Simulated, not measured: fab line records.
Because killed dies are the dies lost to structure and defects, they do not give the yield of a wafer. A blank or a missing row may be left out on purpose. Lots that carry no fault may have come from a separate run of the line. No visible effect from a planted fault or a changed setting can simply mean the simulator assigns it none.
fab line records	flow rit_cmos
record lots=7	wafers=21	last_day=6
route steps=202 shown SILICIDE@167 CONTACT@168 M1@202
lots with no fault: from the same line, run without faults
start_h: start of the lot's first displayed wafer, in hours after the record's first day	wait_h: hours from the lot's prior step to this one	" as in the row above	L1.1+2: one row covering several wafers at once	- no value present, or no start provided	* or withheld: withheld	< > ~ a bound
route shown NAME@n: NAME is a module with steps in the file, n the number in the route of the first one	usual: mean/standard deviation of fault-free wafers	same: alike in all rows	chamber/n: place in a boat	sites: each site's reading	_std_site: the standard deviation of these	_edge_site: outer sites' mean less inner sites'	radius_mm: for every site, how far away it sits from the centre of the wafer	mask NAME#n: copy n	behind: tool/chamber where the wafer was last shaped	hold: the reason the lot was held/the length of the hold in hours/how it ended	device: which transistor (n, p or np) failed to switch	end of line: the tests these same wafers got at the end of their route	a step given without rows: its recipe and nothing more	killed: dies lost to structure and defects at the first sort, not the wafer's yield	map: per-die view of a wafer (x killed, . not killed, _ where there is no die)
set.NAME: the setting that was run; set.NAME@STEP: the one run at that earlier step	model.NAME: the simulator's own value behind a step, which no gauge read
lots at selected steps of the route; one table per step, one row per wafer
services: the hour from which a tool's chamber was out of use, counted from the record's first day as start_h (under 0 if before that day), plus the number of hours and why
## steps
# step RIT_SILICIDE_RTA_06
# recipe temp_c=750	time_s=10	idle_temp_c=25	ramp_up_s=5	ramp_down_s=10	cool_to_c=25	ambient=N2
# usual wafer_temp_C_max=752.5/0.77
lot.wafer	tool	chamber	start_h	wait_h	wafer_temp_C_max
L823.3	rtp_anneal-02	0	94.04	0.0	752.7
L823.4	"	0	"	"	753.1
L823.5	"	0	"	"	752.2
L826.2	rtp_anneal-02	0	119.09	0.0	752.7
L826.5	"	0	"	"	753.9
L826.6	"	0	"	"	753.9
L829.1	rtp_anneal-01	0	123.05	0.0	753.0
L829.2	"	0	"	"	752.0
L829.6	"	0	"	"	753.3
L828.1	rtp_anneal-01	0	127.55	0.0	752.3
L828.3	"	0	"	"	752.7
L828.6	"	0	"	"	751.6
L831.2	rtp_anneal-01	0	133.24	0.0	751.7
L831.4	"	0	"	"	751.7
L831.5	"	0	"	"	751.8
L833.2	rtp_anneal-01	0	136.38	0.0	750.8
L833.4	"	0	"	"	752.0
L833.6	"	0	"	"	752.1
L835.2	rtp_anneal-01	0	146.03	0.0	752.2
L835.3	"	0	"	"	751.3
L835.5	"	0	"	"	751.8
# step RIT_CONTACT_CVD_00
# recipe material=SiO2	target_thk_nm=400	precursor=TEOS	temp_c=390	time_s=61	rf_w=400
# usual heater_power_w=320/57	rf_fwd_power_W=396.3/1.7	susceptor_temp_C=389.97/0.21
lot.wafer	tool	chamber	start_h	wait_h	heater_power_w	rf_fwd_power_W	susceptor_temp_C
L823.3	pecvd-02	1	94.09	0.0	251	394.6	390.15
L823.4	"	0	"	"	343	394.4	389.61
L823.5	"	2	"	"	253	398.7	389.95
L826.2	pecvd-02	0	119.14	0.0	340	395.2	390.03
L826.5	"	2	"	"	305	397.5	389.89
L826.6	"	1	"	"	275	394.2	390.11
L829.1	pecvd-03	1	123.12	0.1	294	397.9	389.82
L829.2	"	2	"	"	354	395.4	390.07
L829.6	"	2	"	"	373	392.8	390.03
L828.1	pecvd-02	0	127.62	0.1	330	395.6	389.74
L828.3	"	2	"	"	298	397.2	389.63
L828.6	"	0	"	"	339	396.5	389.73
L831.2	pecvd-02	0	133.30	0.0	353	396.9	389.78
L831.4	"	2	"	"	209	396.3	390.12
L831.5	"	0	"	"	369	397.0	389.58
L833.2	pecvd-03	2	136.44	0.0	346	392.6	389.69
L833.4	"	2	"	"	356	391.7	389.88
L833.6	"	1	"	"	335	395.4	389.66
L835.2	pecvd-03	2	146.08	0.0	323	396.0	389.77
L835.3	"	1	"	"	304	395.5	389.75
L835.5	"	1	"	"	326	395.8	389.88
# step RIT_CONTACT_THK_MEAS_01
# recipe reads=SiO2_of_CONTACT_CVD_00
# usual CONTACT_TEOS_THK=400/6
lot.wafer	tool	chamber	start_h	wait_h	CONTACT_TEOS_THK[nm]
L823.3	film_metro-01	-	94.16	0.0	397
L823.4	"	-	"	"	400
L823.5	"	-	"	"	400
L826.2	film_metro-04	-	119.20	0.0	400
L826.5	"	-	"	"	402
L826.6	"	-	"	"	402
L829.1	film_metro-01	-	123.17	0.0	395
L829.2	"	-	"	"	396
L829.6	"	-	"	"	402
L828.1	film_metro-03	-	127.67	0.0	401
L828.3	"	-	"	"	397
L828.6	"	-	"	"	404
L831.2	film_metro-04	-	133.36	0.0	395
L831.4	"	-	"	"	406
L831.5	"	-	"	"	403
L833.2	film_metro-04	-	136.50	0.0	391
L833.4	"	-	"	"	391
L833.6	"	-	"	"	392
L835.2	film_metro-03	-	146.15	0.0	394
L835.3	"	-	"	"	392
L835.5	"	-	"	"	394
# step RIT_CONTACT_HMDS_02
# recipe prime_time_s=60	prime_temp_c=140
# step RIT_CONTACT_COAT_03
# recipe resist=NOVOLAK	spin_rpm=3250	resist_thk_nm=1000
# step RIT_CONTACT_SOFTBAKE_04
# recipe resist=NOVOLAK	temp_c=90	time_s=60
# step RIT_CONTACT_EXPOSE_05
# recipe mask_id=M11	na=0.6	source_shape=conventional	sigma_outer=0.5	target_cd_nm=1000	dose_mj=250
# step RIT_CONTACT_PEB_06
# recipe resist=NOVOLAK	temp_c=withheld	time_s=withheld
# step RIT_CONTACT_DEVELOP_07
# recipe resist=NOVOLAK	develop_time_s=120	dev_temp_c=23
# step RIT_CONTACT_CD_MEAS_08
# recipe target_cd_nm=1000
# usual cd_nm=999.8/2.5
lot.wafer	tool	chamber	start_h	wait_h	cd_nm
L823.3	cd_sem-01	-	95.69	-	999.7
L823.4	"	-	"	"	999.4
L823.5	"	-	"	"	997.9
L826.2	cd_sem-01	-	120.37	-	998.2
L826.5	"	-	"	"	999.0
L826.6	"	-	"	"	1000.0
L829.1	cd_sem-02	-	124.66	-	996.0
L829.2	"	-	"	"	997.5
L829.6	"	-	"	"	996.4
L828.1	cd_sem-02	-	129.05	-	999.8
L828.3	"	-	"	"	1001.7
L828.6	"	-	"	"	1001.7
L831.2	cd_sem-01	-	134.72	-	1002.3
L831.4	"	-	"	"	1004.6
L831.5	"	-	"	"	1001.0
L833.2	cd_sem-02	-	137.64	-	998.7
L833.4	"	-	"	"	997.7
L833.6	"	-	"	"	1000.5
L835.2	cd_sem-01	-	147.42	-	1000.0
L835.3	"	-	"	"	998.8
L835.5	"	-	"	"	998.0
# step RIT_CONTACT_OVL_MEAS_09
# usual CONTACT_OVL=-0.2/1.3
lot.wafer	tool	chamber	start_h	wait_h	CONTACT_OVL[nm]
L823.3	overlay-01	-	95.78	0.1	1.0
L823.4	"	-	"	"	0.0
L823.5	"	-	"	"	1.1
L826.2	overlay-02	-	120.47	0.1	0.0
L826.5	"	-	"	"	1.9
L826.6	"	-	"	"	0.2
L829.1	overlay-01	-	124.78	0.1	-1.1
L829.2	"	-	"	"	-0.8
L829.6	"	-	"	"	0.7
L828.1	overlay-02	-	129.17	0.1	-0.7
L828.3	"	-	"	"	-1.2
L828.6	"	-	"	"	-0.3
L831.2	overlay-01	-	134.83	0.1	-1.9
L831.4	"	-	"	"	1.0
L831.5	"	-	"	"	-2.8
L833.2	overlay-02	-	137.75	0.1	-1.8
L833.4	"	-	"	"	1.0
L833.6	"	-	"	"	-0.8
L835.2	overlay-01	-	147.53	0.1	-0.3
L835.3	"	-	"	"	0.7
L835.5	"	-	"	"	-0.2
# step RIT_CONTACT_HARDBAKE_10
# recipe resist=NOVOLAK	temp_c=140	time_s=60
# step RIT_CONTACT_ETCH_11
# recipe target_depth_a=4800	over_etch_frac=0.2	stop_on=TiSi2	chemistry=CHF3/CF4/Ar	target=SiO2	CHF3_flow_sccm=50	cf4_flow_sccm=10	Ar_flow_sccm=100	O2_flow_sccm=5	pressure_mtorr=100	rf_w=200	time_s=320
# usual cf4_flow_sccm=10.000/0.029	drypump_motor_current_A=5.9/0.48	oes_product_au=0.984/0.016	rf_fwd_power_W=199.6/0.62	throttle_valve_pct=8.89/0.13
# same over_etch_frac=0.2
lot.wafer	tool	chamber	start_h	wait_h	cf4_flow_sccm	drypump_motor_current_A	oes_product_au	rf_fwd_power_W	rf_hours_counter_h	throttle_valve_pct	model.NOVOLAK_of_CONTACT_COAT_03.thk_nm
L823.3	rie_diel-04	1	96.25	0.1	10.002	5.6	0.975	200.6	152	8.81	772.1
L823.4	"	3	"	"	9.963	5.8	0.971	199.6	128	8.99	766.7
L823.5	"	0	"	"	9.946	6.3	0.989	200.4	-	9.15	770.6
L826.2	rie_diel-01	2	120.65	0.1	9.982	6.4	0.985	199.4	7	8.98	767.6
L826.5	"	3	"	"	9.971	6.0	0.989	199.5	-	8.80	770.7
L826.6	"	0	"	"	9.964	5.7	0.980	199.9	-	8.68	772.7
L829.1	rie_diel-01	0	125.32	0.1	10.003	5.7	0.989	298.6	29	8.67	743.2
L829.2	"	2	"	"	9.966	6.4	0.985	299.9	7	8.99	738.6
L829.6	"	3	"	"	9.977	6.0	0.982	299.1	-	8.80	742
L828.1	rie_diel-01	2	129.38	0.1	10.010	6.4	0.988	299.8	7	9.00	743.5
L828.3	"	1	"	"	10.024	4.9	0.962	298.5	26	8.92	743.5
L828.6	"	3	"	"	9.984	6.0	0.977	298.4	-	8.80	740.4
L831.2	rie_diel-04	1	135.04	0.1	9.993	5.7	0.966	200.6	153	8.82	769.1
L831.4	"	0	"	"	10.028	6.3	0.984	199.3	3	9.15	767.2
L831.5	"	2	"	"	9.965	6.0	0.991	199.8	-	8.94	773
L833.2	rie_diel-01	3	138.19	0.1	10.084	6.0	0.982	298.8	13	8.79	744.2
L833.4	"	2	"	"	9.967	6.3	0.983	300.0	7	9.01	746.9
L833.6	"	2	"	"	9.999	6.4	0.987	300.1	-	9.00	744.9
L835.2	rie_diel-04	0	147.86	0.1	9.947	6.3	0.984	198.9	4	9.14	768.2
L835.3	"	3	"	"	10.033	5.8	0.955	199.4	-	8.99	763.8
L835.5	"	3	"	"	10.015	5.8	0.969	200.3	-	8.99	763.3
# step RIT_CONTACT_STRIP_12
# recipe chemistry=O2	time_s=180	resist=NOVOLAK	platen_temp_c=withheld	power_w=500	pressure_mtorr=4000	o2_flow_sccm=4000
# usual drypump_motor_current_A=5.5/0.46
lot.wafer	tool	chamber	start_h	wait_h	drypump_motor_current_A	rf_hours_counter_h
L823.3	plasma_asher-04	1	96.50	0.2	4.9	-
L823.4	"	0	"	"	5.5	-
L823.5	"	0	"	"	5.5	-
L826.2	plasma_asher-04	1	120.85	0.1	4.9	51
L826.5	"	0	"	"	5.5	-
L826.6	"	1	"	"	4.9	-
L829.1	plasma_asher-01	1	125.52	0.1	5.7	29
L829.2	"	0	"	"	6.0	29
L829.6	"	0	"	"	6.0	-
L828.1	plasma_asher-03	0	129.58	0.1	5.7	2
L828.3	"	1	"	"	4.7	-
L828.6	"	1	"	"	4.7	-
L831.2	plasma_asher-01	1	135.23	0.1	5.7	30
L831.4	"	0	"	"	6.0	-
L831.5	"	0	"	"	6.0	-
L833.2	plasma_asher-01	0	138.38	0.1	6.0	31
L833.4	"	0	"	"	6.0	-
L833.6	"	0	"	"	6.0	-
L835.2	plasma_asher-01	0	148.16	0.2	6.0	32
L835.3	"	1	"	"	5.7	-
L835.5	"	0	"	"	6.0	-
# step RIT_M1_PROBE_99
# usual killed_at_contacts=0.1/0.23	killed_at_front_end=6.7/2.9	killed_dies=6.8/2.9	killed_open=3.5/2.1	killed_short=3.2/1.9
# same gross_dies=264	killed_at_M0_to_M3=0	killed_at_M4_up=0	killed_at_back_side=0	killed_at_other=0
lot.wafer	tool	chamber	start_h	wait_h	killed_at_contacts	killed_at_front_end	killed_dies	killed_open	killed_short
L823.3	prober-01	-	101.28	0.2	0	5	5	3	2
L823.4	prober-01	-	101.33	0.2	0	5	5	3	2
L823.5	prober-01	-	101.38	0.2	0	9	9	6	3
L826.2	prober-02	-	126.58	0.1	1	8	9	3	6
L826.5	prober-02	-	126.73	0.2	0	7	7	5	2
L826.6	prober-02	-	126.78	0.2	0	10	10	9	1
L829.1	prober-02	-	130.45	0.1	1	7	8	3	5
L829.2	prober-02	-	130.50	0.1	0	5	5	5	0
L829.6	prober-02	-	130.70	0.2	0	9	9	1	8
L828.1	prober-01	-	134.37	0.1	0	5	5	0	5
L828.3	prober-01	-	134.47	0.2	0	4	4	3	1
L828.6	prober-01	-	134.62	0.2	0	4	4	2	2
L831.2	prober-02	-	141.44	0.1	0	2	2	0	2
L831.4	prober-02	-	141.54	0.2	0	10	10	3	7
L831.5	prober-02	-	141.59	0.2	0	11	11	7	4
L835.2	prober-02	-	154.01	0.1	0	6	6	3	3
L835.3	prober-02	-	154.06	0.2	0	6	6	2	4
L835.5	prober-02	-	154.16	0.2	0	7	7	5	2
# killed by level:class
L823.3 REOX:geometric_particle:short=2 GATE:geometric_particle:open=1 SPACER:geometric_particle:open=1 SILICIDE:geometric_particle:open=1
L823.4 FOX1:geometric_particle:open=2 REOX:geometric_particle:open=1 REOX:geometric_particle:short=1 SILICIDE:geometric_particle:short=1
L823.5 FOX1:geometric_particle:short=2 FOX1:geometric_particle:open=2 REOX:geometric_particle:open=2 FOX2:geometric_particle:open=1 GATE:geometric_particle:short=1 SILICIDE:geometric_particle:open=1
L826.2 REOX:geometric_particle:short=3 SPACER:geometric_particle:open=1 REOX:geometric_particle:open=1 SPACER:geometric_particle:short=1 SILICIDE:geometric_particle:open=1 SILICIDE:geometric_particle:short=1 CONTACT:geometric_particle:short=1
L826.5 REOX:geometric_particle:open=4 FOX2:geometric_particle:open=1 SPACER:geometric_particle:short=1 SILICIDE:geometric_particle:short=1
L826.6 SPACER:geometric_particle:open=5 GATE:geometric_particle:open=4 SPACER:geometric_particle:short=1
L829.1 GATE:geometric_particle:short=3 GATE:geometric_particle:open=2 FOX2:geometric_particle:open=1 SPACER:geometric_particle:short=1 CONTACT:geometric_particle:short=1
L829.2 GATE:geometric_particle:open=2 FOX1:geometric_particle:open=1 REOX:geometric_particle:open=1 SILICIDE:geometric_particle:open=1
L829.6 GATE:geometric_particle:short=2 SPACER:geometric_particle:short=2 SILICIDE:geometric_particle:short=2 FOX1:geometric_particle:short=1 REOX:geometric_particle:short=1 SPACER:geometric_particle:open=1
L828.1 GATE:geometric_particle:short=3 SPACER:geometric_particle:short=1 SILICIDE:geometric_particle:short=1
L828.3 GATE:geometric_particle:open=2 FOX1:geometric_particle:open=1 FOX2:geometric_particle:short=1
L828.6 GATE:geometric_particle:short=2 FOX1:geometric_particle:open=1 GATE:geometric_particle:open=1
L831.2 GATE:geometric_particle:short=1 SILICIDE:geometric_particle:short=1
L831.4 GATE:geometric_particle:short=5 ACTIVE:geometric_particle:short=1 FOX1:geometric_particle:open=1 FOX2:geometric_particle:open=1 SILICIDE:geometric_particle:open=1 SILICIDE:geometric_particle:short=1
L831.5 FOX2:geometric_particle:open=3 GATE:geometric_particle:short=3 SPACER:geometric_particle:open=2 FOX1:geometric_particle:open=1 FOX2:geometric_particle:short=1 GATE:geometric_particle:open=1
L835.2 GATE:geometric_particle:short=3 FOX1:geometric_particle:open=1 GATE:geometric_particle:open=1 SILICIDE:geometric_particle:open=1
L835.3 GATE:geometric_particle:short=3 FOX1:geometric_particle:open=1 REOX:geometric_particle:open=1 REOX:geometric_particle:short=1
L835.5 SPACER:geometric_particle:open=2 SILICIDE:geometric_particle:open=2 GATE:geometric_particle:short=1 REOX:geometric_particle:open=1 SILICIDE:geometric_particle:short=1
## services
tool	chamber	start_h	hours	kind
pecvd-03	2	91.31	9.2	repair
plasma_asher-01	-	98.66	2.8	pm
plasma_asher-03	-	108.88	9.0	pm
plasma_asher-03	0	108.88	9.0	vent_cycle
plasma_asher-03	1	108.88	9.0	vent_cycle
plasma_asher-03	0	117.88	-	clean
plasma_asher-03	1	117.88	-	clean
rie_diel-04	1	137.29	-	clean
rie_diel-04	1	137.29	15.5	scheduled_down
rie_diel-04	1	137.29	15.5	vent_cycle
rie_diel-04	2	139.74	10.5	repair
## key
first_sign step=RIT_CONTACT_ETCH_11	reading=rf_fwd_power_W	direction=up	sigmas=99+	usual=199.6	struck=299.2
effect none on later readings
model_effect step=RIT_CONTACT_ETCH_11	value=NOVOLAK_of_CONTACT_COAT_03.thk_nm	without=768.5	struck=743
met_at RIT_CONTACT_ETCH_11
struck_wafers L828.1,L828.3,L828.6,L829.1,L829.2,L829.6,L833.2,L833.4,L833.6
tester_left_out L828,L829,L833
onset_between 120.65 125.32
fault kind=process_parameter_drift	tool=rie_diel-01	chamber=-	onset_h=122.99	steps=RIT_CONTACT_ETCH_11	channel=rf_w	offset=100	shape=step	end_h=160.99	acts_in=these_recipes_only	stated=200
# tester_left_out: of these lots the tester's yield and bins aren't shown, on N5 and GAA mostly nor the transistor test; their killed dies are dies lost to structure and defects alone, not to doping, threshold or leakage, so they don't give the yield
